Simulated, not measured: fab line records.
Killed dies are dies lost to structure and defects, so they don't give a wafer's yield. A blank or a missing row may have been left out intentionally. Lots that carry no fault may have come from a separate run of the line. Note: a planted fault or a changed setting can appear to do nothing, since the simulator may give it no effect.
Which tool is to blame? -- flow berkeley_cmos170 -- Sampling: 14 lots, 42 wafers, 4 of 331 route steps

WHAT THE GAUGES READ, wafer by wafer
UCB170_PLDD_OVL_MEAS_07. Usual: PLDD_OVL gives 0 nm (standard deviation 5.4).
lot,measured,on,PLDD_OVL (nm),flag
L206,day 6 14:05,overlay-01,10 10 6,
L208,day 7 00:55,overlay-02,-4 -4 -4,
L210,day 7 06:42,overlay-02,13 0 -1,
L209,day 7 06:58,overlay-02,1 -1 -3,
L211,day 7 10:59,overlay-01,-11 1 -2,
L213,day 7 11:30,overlay-02,0 -4 6,
L212,day 7 11:32,overlay-01,-9 -2 -3,
L215,day 8 08:49,overlay-02,-5 -7 3,
L216,day 8 09:06,overlay-01,2 -2 -3,
L214,day 8 09:21,overlay-02,-1 8 4,
L217,day 8 15:53,overlay-01,9 12 9,
L222,day 9 11:13,overlay-02,4 -1 -3,
L226,day 10 04:20,overlay-01,3 1 11,
L227,day 10 12:52,overlay-01,-2 3 -3,

UCB170_V2_CD_MEAS_90: the cd target is 700 nm. Usual: 699.8 nm for cd_nm, sd 1.4.
lot,measured,on,cd_nm (nm),flag
L206,day 7 23:55,cd_sem-01,697.0 697.8 697.4,
L208,day 8 10:37,cd_sem-02,700.9 701.3 701.5,
L210,day 8 20:39,cd_sem-02,701.1 701.6 700.8,
L209,day 8 21:12,cd_sem-02,696.6 697.4 696.6,
L211,day 8 21:41,cd_sem-01,698.1 699.4 699.9,
L213,day 8 20:57,cd_sem-02,700.4 702.0 701.0,
L212,day 8 21:26,cd_sem-02,699.5 699.2 699.5,
L215,day 9 18:41,cd_sem-01,699.3 699.8 699.7,
L216,day 9 19:13,cd_sem-01,698.9 700.0 699.5,
L214,day 9 18:56,cd_sem-01,699.7 699.4 700.3,
L217,day 10 01:50,cd_sem-01,698.3 700.4 699.1,
L222,day 10 20:02,cd_sem-01,698.8 699.8 699.6,
L226,day 12 00:33,cd_sem-01,699.9 701.1 700.7,
L227,day 12 01:01,cd_sem-02,701.3 699.5 699.0,

WHAT TOOL EACH LOT RAN ON (gives the tool, then ch and the chambers of the sampled wafers, and finally the start)
lot,UCB170_M1_COAT_04,UCB170_M2_ETCH_17
L206,"litho_track-04 ch 0, day 7 10:00","rie_diel-02 ch 0,2,3, day 7 21:01"
L208,"litho_track-01 ch 0, day 7 22:00","rie_diel-04 ch 2,3, day 8 07:28"
L210,"litho_track-03 ch 0, day 8 01:00","rie_diel-04 ch 1,3, day 8 17:16"
L209,"litho_track-04 ch 0, day 8 02:00","rie_diel-01 ch 1,2,3, day 8 18:16"
L211,"litho_track-01 ch 0, day 8 05:00","rie_diel-01 ch 0,1,3, day 8 18:49"
L213,"litho_track-01 ch 0, day 8 05:00","rie_diel-02 ch 1,3, day 8 17:59"
L212,"litho_track-01 ch 0, day 8 07:00","rie_diel-04 ch 0,1,2, day 8 18:34"
L215,"litho_track-01 ch 0, day 9 05:00","rie_diel-02 ch 0,1, day 9 15:30"
L216,"litho_track-01 ch 0, day 9 06:00","rie_diel-04 ch 0,3, day 9 15:44"
L214,"litho_track-03 ch 0, day 9 06:00","rie_diel-01 ch 0,1,3, day 9 15:52"
L217,"litho_track-03 ch 0, day 9 09:00","rie_diel-02 ch 0,2,3, day 9 21:44"
L222,"litho_track-03 ch 0, day 10 07:00","rie_diel-01 ch 0,1,2, day 10 17:02"
L226,"litho_track-04 ch 0, day 11 02:00","rie_diel-01 ch 1,3, day 11 21:22"
L227,"litho_track-04 ch 0, day 11 09:00","rie_diel-04 ch 0,1,3, day 11 22:05"
- UCB170_M1_COAT_04: resist thk 900 nm.
- UCB170_M2_ETCH_17: etches BARC in N2/H2.

WHAT THE TOOLS THEMSELVES READ (means of the sampled wafers that have a number; where no wafer has one, the mark that the record gives instead)
UCB170_M1_COAT_04. Usual: dispense_pressure_kPa 52.7 kPa, standard deviation 2.6; exhaust_pa 45.1 Pa, standard deviation 0.83; spin_speed_rpm 1500.3 rpm, standard deviation 1.
lot,tool,dispense_pressure_kPa (kPa),exhaust_pa (Pa),spin_speed_rpm (rpm),flag
L206,litho_track-04,56.4,44.3,1500.2,
L208,litho_track-01,51.2,44.6,1500.9,
L210,litho_track-03,50.2,45.7,1499.6,
L209,litho_track-04,56.4,44.4,1499.9,
L211,litho_track-01,51.2,45.4,1499.8,
L213,litho_track-01,51.2,45.6,1500.1,
L212,litho_track-01,51.2,45.6,1499.9,
L215,litho_track-01,51.2,46.4,1285.3,OFF
L216,litho_track-01,51.2,44.3,1284.9,OFF
L214,litho_track-03,50.3,45.0,1499.5,
L217,litho_track-03,50.2,44.6,1500.9,
L222,litho_track-03,50.2,44.8,1501.2,
L226,litho_track-04,56.3,44.7,1500.0,
L227,litho_track-04,56.3,45.3,1499.3,

UCB170_M2_ETCH_17. Usual: drypump_motor_current_A 5.8 A, standard deviation 0.38; oes_product_au 1.000 a.u., standard deviation 0.021; throttle_valve_pct 13.25 %, standard deviation 0.19.
lot,tool,drypump_motor_current_A (A),oes_product_au (a.u.),throttle_valve_pct (%),flag
L206,rie_diel-02,5.9,1.002,13.33,
L208,rie_diel-04,5.5,1.029,13.43,
L210,rie_diel-04,5.8,1.015,13.22,
L209,rie_diel-01,5.9,1.001,13.12,
L211,rie_diel-01,5.6,1.003,13.12,
L213,rie_diel-02,5.7,0.986,13.27,
L212,rie_diel-04,6.1,0.991,13.16,
L215,rie_diel-02,5.4,1.006,13.30,
L216,rie_diel-04,5.8,1.001,13.24,
L214,rie_diel-01,5.6,1.003,13.13,
L217,rie_diel-02,5.8,1.002,13.34,
L222,rie_diel-01,5.8,0.999,13.23,
L226,rie_diel-01,5.9,0.987,12.96,
L227,rie_diel-04,6.0,0.994,13.11,

THE ANSWER, worked out from the rows above alone
Rule: a lot is off if the mean of its wafers that have a number lies more than 3 standard deviations from the usual mean. Also off: a lot with no number at a reading for which 4 or more lots have one. Where the step has rows for the other lots, those lots are counted as sound. Order of review: gauges by route order, followed by the tools' own readings, for which a lot's mean as printed above is used. The first step at which some lot is off is used, and at that step the reading that is off furthest; a lot without a number counts as furthest.
Off: L215, L216 (UCB170_M1_COAT_04, spin_speed_rpm).
If a tool, at that step or one of the process steps before it, ran each lot that is off and ran no sound lot following the first of them, it fits. One fits: UCB170_M1_COAT_04 on litho_track-01. Its last sound lot is L212 (day 8 07:00), its first lot that is off L215 (day 9 05:00): a fault that began between those two fits.
The tool's own readings at UCB170_M1_COAT_04 bear it out: on the lots that are off they differ by more than 5 times the standard deviation of the sound lots' means. spin_speed_rpm reads 1285.1 rpm there against 1500.1 rpm on the sound lots.

WHAT HAD BEEN PUT IN BY THE SIMULATOR
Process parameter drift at UCB170_M1_COAT_04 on litho_track-01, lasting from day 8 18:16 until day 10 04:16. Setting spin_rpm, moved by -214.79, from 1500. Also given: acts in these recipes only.
Struck lots among those shown: L215, L216. This agrees with what the rule above found.
